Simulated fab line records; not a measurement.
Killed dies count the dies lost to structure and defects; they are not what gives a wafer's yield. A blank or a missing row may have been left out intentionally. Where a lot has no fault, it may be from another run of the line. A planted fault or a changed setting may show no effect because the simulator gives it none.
Problem report, 8D (eight disciplines) form, completed by code | flow rit cmos | the parts of the form that need people (team, actions taken, sign-off) are left out

## 1. PROBLEM STATEMENT
Mean NLDD_TW at RIT_NLDD_TW_MEAS_10: 2271 over 6 wafers in 2 lots; fault-free wafers: 2479, standard deviation 22. That puts it -9.4 standard deviations away from the usual mean.
First observed at day 4 01:37: wafer L784.1, on film metro-04. Wafers with a number at this step in the record: 42, from 14 lots. The rule behind "out" and "out of limits": a value lying over 4 standard deviations away from the usual mean. The rest of the wafers with a number are treated as sound.

## 2. WHAT IT IS AND WHAT IT IS NOT
question                    | is                           | is not
which readings at this step | NLDD_TW                      | -
which lots                  | L784, L785                   | L778, L779, L781, L783, L788, L792, L796, L797, L798, L799, L800, L801
which wafers of those lots  | all that have a number       | -
read on which gauges        | film metro-02, film metro-04 | film metro-03
when                        | from day 4 01:37             | up to then (12 sound wafers); but 24 sound wafers of L788, L792, L796, L797, L798, L799, L800, L801 came after

## 3. WHAT RULES OUT EACH SUSPECT
Counting: a tool at a process step up to the reading stays a suspect if it ran every lot that is out and no sound lot after the first of them.
- the gauge at RIT_NLDD_TW_MEAS_10 is ruled out. The wafers that are out were read on 2 gauges (film metro-02, film metro-04).
- implanter-01 at RIT_NLDD_IMPLANT_08: ruled out as a lasting fault. Sound lots L800, L801 ran on it after its first lot that is out, L784 (day 4 01:18).
Left after counting: nothing in the record.

## 4. THE CAUSE (what the simulator had put in)
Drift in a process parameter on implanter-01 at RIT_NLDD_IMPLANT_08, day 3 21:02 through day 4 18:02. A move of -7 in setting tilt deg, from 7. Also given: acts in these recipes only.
The count ruled it out by mistake, since the rule takes a fault to strike every lot its tool runs from the start of the fault on, and this one did not do so.

## 5. THE EFFECT CHAIN, in route order
Rows list readings where the struck wafers' mean (over those with a number) sits beyond 3 standard deviations from the usual. Scope: only readings with a usual standard deviation given in the record; hours: median across lots of the time from each lot's start at the first step in this table that gives one to its start at this step; sigmas: change in usual standard deviations.
hours | step                    | reading  | usual         | on struck wafers | change | sigmas
0     | RIT_NLDD_IMPLANT_08     | tilt deg | 6.996 degrees | -0.011           | -7.007 | -99 or more
0     | RIT_NLDD_TW_MEAS_10     | NLDD_TW  | 2479          | 2271             | -208   | -9.4
8     | RIT_SDANNEAL_RS_MEAS_07 | NLDD_RS  | 151.6 ohm/sq  | 142.7            | -8.9   | -15
Process steps it contains:
- RIT_NLDD_IMPLANT_08
At these later measuring or inspecting steps, every struck wafer for which the step has a row has a number for every such reading, and none has moved that far: RIT_PLDD_TW_MEAS_10.

## 6. WHAT WOULD HAVE CAUGHT IT SOONER
Counted from the fault's start at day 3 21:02, it took 5 hours until the first out-of-limits reading at a measuring or inspecting step in this record, taken at day 4 01:37.
Tool's own readings at RIT_NLDD_IMPLANT_08, tilt deg: out on all struck wafers the step has rows for; an alarm limit on them would have tripped on the first.
